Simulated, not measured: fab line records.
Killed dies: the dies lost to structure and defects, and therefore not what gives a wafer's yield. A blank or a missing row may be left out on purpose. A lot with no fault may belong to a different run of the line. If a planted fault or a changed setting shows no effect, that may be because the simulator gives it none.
The tool behind it: which one?	flow berkeley-cmos170	6 lots with 18 wafers sampled at 4 steps, on a route of 331 steps

## WHAT THE GAUGES READ, wafer by wafer
UCB170_M1_RS_MEAS_01: measures by four-point-probe.
lot	measured	on	M1_AL_RS (ohm/sq)
L313	day 8 15:55	film-metro-01	0.0492 0.0493 0.0486
L315	day 8 16:11	film-metro-01	0.0485 0.0497 0.0490
L318	day 9 14:07	film-metro-03	0.0490 0.0492 0.0498
L320	day 9 15:49	film-metro-03	0.0481 0.0478 0.0488
L322	day 9 23:54	film-metro-01	0.0474 0.0483 0.0481
L324	day 10 00:50	film-metro-03	0.0474 0.0477 0.0484

## WHICH TOOL RAN EACH LOT (tool, then ch and the chambers of the sampled wafers, then the start)
lot	UCB170_ZERO_STRIP_07	UCB170_CONTACT_STRIP_06	UCB170_M1_SPUTTER_00
L313	plasma-asher-01 ch 0,1, day 2 10:53	plasma-asher-02 ch 0,1, day 8 13:17	pvd-sputter-03, day 8 15:49
L315	plasma-asher-04 ch 0,1, day 2 19:50	plasma-asher-01 ch 0,1, day 8 13:40	pvd-sputter-02, day 8 16:07
L318	plasma-asher-03 ch 0,1, day 3 06:28	plasma-asher-03 ch 0,1, day 9 11:43	pvd-sputter-03, day 9 14:02
L320	plasma-asher-01 ch 0,1, day 3 16:03	plasma-asher-03 ch 0,1, day 9 13:31	pvd-sputter-02, day 9 15:43
L322	plasma-asher-03 ch 0,1, day 4 03:03	plasma-asher-03 ch 0,1, day 9 20:49	pvd-sputter-02, day 9 23:49
L324	plasma-asher-01 ch 0, day 4 11:18	plasma-asher-01 ch 0,1, day 9 21:16	pvd-sputter-03, day 10 00:47
- UCB170_ZERO_STRIP_07: strips in O2.
- UCB170_CONTACT_STRIP_06: strips in O2.
- UCB170_M1_SPUTTER_00: material Al, target thk 600 nm, time 80 s.

## THE ANSWER, worked out from the rows above alone
Rule: the usual values come from the lots themselves. Put in order of their means at a reading, lots are off if they are a third of the lots or fewer, leave a main group of 4 or more, and stand apart from it by a gap of 3 or more times the standard deviation of the main group's means; of several such gaps the widest counts. If all means in a main group match to the digits the tables above print for the reading, that group is not used. A lot without any number at a reading at which 4 lots or more have one is off too. All remaining lots with rows at the step are treated as sound.
None of the lots is off at any reading shown; this tells nothing.

## WHAT WAS PUT IN BY THE SIMULATOR
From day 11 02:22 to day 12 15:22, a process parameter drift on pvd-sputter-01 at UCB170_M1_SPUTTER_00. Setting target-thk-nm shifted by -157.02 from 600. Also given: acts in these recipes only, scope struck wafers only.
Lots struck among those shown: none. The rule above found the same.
